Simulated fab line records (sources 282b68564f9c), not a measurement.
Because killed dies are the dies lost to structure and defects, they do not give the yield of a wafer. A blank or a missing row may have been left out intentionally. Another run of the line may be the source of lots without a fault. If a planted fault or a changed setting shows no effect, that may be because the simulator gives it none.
Tool commonality check + flow ritCmos + 14 lots, 42 wafers sampled

REASON FOR OPENING
2 of 14 lots carry a flag on the reading NSD_TW at RIT_NSD_TW_MEAS_10. No-fault wafers: 3102, standard deviation 16.
Rule: a lot is flagged when every wafer of it that has a number lies more than 4 standard deviations from that mean, or none has a number. The other lots count as sound.

| lot  | measured     | on           | NSD_TW, wafer by wafer | flag    |
|------|--------------|--------------|------------------------|---------|
| L994 | day 3 17:29  | filmMetro-04 | 3087 3096 3087         |         |
| L995 | day 3 23:43  | filmMetro-03 | 3090 3082 3091         |         |
| L999 | day 4 18:47  | filmMetro-03 | 3103 3110 3116         |         |
| L100 | day 4 21:52  | filmMetro-03 | 3104 3094 3104         |         |
| L101 | day 5 12:27  | filmMetro-03 | 3087 3100 3089         |         |
| L102 | day 5 12:59  | filmMetro-01 | 3141 3134 3139         |         |
| L103 | day 5 14:31  | filmMetro-01 | 3134 3131 3143         |         |
| L106 | day 6 08:11  | filmMetro-03 | 3093 3098 3089         |         |
| L107 | day 6 11:01  | filmMetro-04 | 30 30 30               | FLAGGED |
| L109 | day 6 19:19  | filmMetro-03 | 3095 3110 3087         |         |
| L110 | day 7 00:25  | filmMetro-03 | 30 30 30               | FLAGGED |
| L113 | day 7 14:43  | filmMetro-04 | 3094 3116 3115         |         |
| L115 | day 7 20:04  | filmMetro-04 | 3114 3102 3116         |         |
| L114 | day 19 07:54 | filmMetro-01 | 3079 3102 3093         |         |
Averaged over the flagged lots the numbers come to 30, -3072 from the usual (-99 or more standard deviations).

EACH LOT AND THE TOOL IT RAN ON
Before the reading, the record contains 2 process steps out of a 202-step route. In each cell: the tool, then ch and the chambers that the sampled wafers went through, then the start.
| lot  | flag    | RIT_NSD_DEVELOP_05               | RIT_NSD_STRIP_09                    |
|------|---------|----------------------------------|-------------------------------------|
| L994 |         | lithoTrack-01 ch 0, day 3 16:00  | plasmaAsher-04 ch 1, day 3 17:18    |
| L995 |         | lithoTrack-04 ch 0, day 3 23:00  | plasmaAsher-03 ch 0,1, day 3 23:33  |
| L999 |         | lithoTrack-04 ch 0, day 4 18:00  | plasmaAsher-04 ch 0,1, day 4 18:37  |
| L100 |         | lithoTrack-01 ch 0, day 4 21:00  | plasmaAsher-04 ch 0,1, day 4 21:41  |
| L101 |         | lithoTrack-02 ch 0, day 5 11:00  | plasmaAsher-03 ch 0,1, day 5 12:16  |
| L102 |         | lithoTrack-02 ch 0, day 5 12:00  | plasmaAsher-04 ch 0,1, day 5 12:51  |
| L103 |         | lithoTrack-04 ch 0, day 5 13:00  | plasmaAsher-03 ch 0,1, day 5 14:22  |
| L106 |         | lithoTrack-04 ch 0, day 6 07:00  | plasmaAsher-03 ch 0,1, day 6 08:00  |
| L107 | FLAGGED | lithoTrack-01 ch 0, day 6 10:00  | plasmaAsher-04 ch 0,1, day 6 10:50  |
| L109 |         | lithoTrack-04 ch 0, day 6 18:00  | plasmaAsher-01 ch 0,1, day 6 19:08  |
| L110 | FLAGGED | lithoTrack-01 ch 0, day 6 23:00  | plasmaAsher-03 ch 0,1, day 7 00:14  |
| L113 |         | lithoTrack-02 ch 0, day 7 14:00  | plasmaAsher-04 ch 0,1, day 7 14:32  |
| L115 |         | lithoTrack-02 ch 0, day 7 19:00  | plasmaAsher-03 ch 0,1, day 7 19:53  |
| L114 |         | lithoTrack-04 ch 0, day 19 07:00 | plasmaAsher-04 ch 0,1, day 19 07:43 |
What is done by these steps:
- RIT_NSD_DEVELOP_05: develop time 50 s.
- RIT_NSD_STRIP_09: strips in O2, time 180 s.
- RIT_NSD_TW_MEAS_10

FLAGGED OVER TOTAL, TOOL BY TOOL (the gauges that took the reading come last)
| step               | tool           | lots run | flagged | share of the flagged lots | sound lots run after its first flagged lot |
|--------------------|----------------|----------|---------|---------------------------|--------------------------------------------|
| RIT_NSD_DEVELOP_05 | lithoTrack-01  | 4        | 2       | all                       | 0                                          |
| RIT_NSD_DEVELOP_05 | lithoTrack-02  | 4        | 0       | none                      | -                                          |
| RIT_NSD_DEVELOP_05 | lithoTrack-04  | 6        | 0       | none                      | -                                          |
| RIT_NSD_STRIP_09   | plasmaAsher-01 | 1        | 0       | none                      | -                                          |
| RIT_NSD_STRIP_09   | plasmaAsher-03 | 6        | 1       | some                      | 1 (L115)                                   |
| RIT_NSD_STRIP_09   | plasmaAsher-04 | 7        | 1       | some                      | 2 (L113,L114)                              |
| RIT_NSD_TW_MEAS_10 | filmMetro-01   | 3        | 0       | none                      | -                                          |
| RIT_NSD_TW_MEAS_10 | filmMetro-03   | 7        | 1       | some                      | 0                                          |
| RIT_NSD_TW_MEAS_10 | filmMetro-04   | 4        | 1       | some                      | 2 (L113,L115)                              |

THE TABLE: WHAT IT ALLOWS
1 row of the table ran every flagged lot: lithoTrack-01 at RIT_NSD_DEVELOP_05.
- lithoTrack-01 at RIT_NSD_DEVELOP_05: 2 of its 4 lots flagged. Its last sound lot is L100 (day 4 21:00), its first flagged lot L107 (day 6 10:00): a fault that began between those two fits.
Left over: one tool, lithoTrack-01 at RIT_NSD_DEVELOP_05.

WHAT WAS PUT IN BY THE SIMULATOR
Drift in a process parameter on lithoTrack-01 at RIT_NSD_DEVELOP_05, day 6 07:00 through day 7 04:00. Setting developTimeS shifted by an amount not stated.
Shown lots that were struck: L107, L110. The rule given above showed the same thing.
